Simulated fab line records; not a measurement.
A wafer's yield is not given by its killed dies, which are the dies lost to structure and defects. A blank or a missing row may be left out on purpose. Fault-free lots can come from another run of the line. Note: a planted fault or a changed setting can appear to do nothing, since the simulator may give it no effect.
8D (eight disciplines) problem report, filled in by code || flow rit_cmos || the parts of the form that need people (team, actions taken, sign-off) are left out

1. PROBLEM STATEMENT
Mean of killed_at_front_end at RIT_M1_PROBE_99: 264 across 6 wafers in 2 lots; on wafers with no fault it is 6 (standard deviation 3.1). Measured from the usual mean, that is +83 standard deviations.
Seen first at day 7 17:46 on prober-01, wafer L962.1. At this step, 41 wafers from 14 lots have a number in the record. Rule for "out", or "out of limits": more than 4 standard deviations from the usual mean. The rest of the wafers with a number are treated as sound.

2. WHAT IT IS, AND WHAT IT ISN'T
{"question": "which readings at this step", "is": "killed_at_front_end, killed_dies, killed_on_rim", "is not": "killed_open, killed_short"}
{"question": "which lots", "is": "L962, L963", "is not": "L943, L944, L945, L946, L947, L949, L951, L953, L955, L956, L960, L964"}
{"question": "which wafers of those lots", "is": "all that have a number", "is not": "-"}
{"question": "read on which tools", "is": "prober-01, prober-02", "is not": "-"}
{"question": "when", "is": "from day 7 17:46", "is not": "up to then (32 sound wafers); but 3 sound wafers of L964 came after"}

3. WHAT RULES OUT EACH SUSPECT
Counting: any tool at a process step up to the reading is kept as a suspect provided that every lot that is out went through it and no sound lot did after the first of them.
- litho_track-03 at RIT_PRETRO_COAT_01 (resist thk 1300 nm): kept. It ran every lot that is out, first L962 (day 6 06:33), and no sound lot after that; its last sound lot up to then is L960 (day 5 23:04).
Left after counting: litho_track-03 at RIT_PRETRO_COAT_01.

4. THE CAUSE (what the simulator had put in)
Beginning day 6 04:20, the whole step at RIT_PRETRO_COAT_01 was skipped on litho_track-03. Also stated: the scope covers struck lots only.
Counting left only this tool.

5. THE EFFECT CHAIN, in route order
Each row: a reading where the mean over the struck wafers with a number is more than 3 standard deviations away from the usual. Readings are gone through only where the record gives a usual standard deviation; hours: the median, over the lots, of the time from a lot's start at the first step in this table giving one to that lot's start at this step; sigmas: the change measured in usual standard deviations.
{"hours": 0, "step": "RIT_M1_PROBE_99", "reading": "killed_at_front_end", "usual": 6, "on struck wafers": 264, "change": "+258", "sigmas": "+83"}
{"hours": 0, "step": "RIT_M1_PROBE_99", "reading": "killed_dies", "usual": 7, "on struck wafers": 264, "change": "+257", "sigmas": "+80"}
{"hours": 0, "step": "RIT_M1_PROBE_99", "reading": "killed_on_rim", "usual": 1.7, "on struck wafers": 70.0, "change": "+68.3", "sigmas": "+49"}
Here are the process steps it includes:
- RIT_M1_PROBE_99
Readings that are blank on the struck wafers while sound wafers have them: chill_plate_temp_C at RIT_PRETRO_COAT_01; dispense_pressure_kPa at RIT_PRETRO_COAT_01; PRETRO_OVL at RIT_PRETRO_OVL_MEAS_06.

6. HOW IT WOULD HAVE BEEN CAUGHT EARLIER
In this record the first reading out of limits was taken at day 7 17:46, 37 hours after the fault began at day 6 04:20.
Between RIT_PRETRO_COAT_01 and RIT_M1_PROBE_99, RIT_PRETRO_OVL_MEAS_06 gave no PRETRO_OVL on the struck wafers, where sound wafers have one: a measuring or inspecting step that comes back empty is itself a sign.
At RIT_PRETRO_COAT_01 the tool's readings are blank on the struck wafers, where sound wafers have them: an empty tool record is the first sign, and it was there at once.
Lots out: 2; all had begun RIT_PRETRO_COAT_01 on litho_track-03 by day 7 17:46. Holding the tool at that point would not have protected any of them.
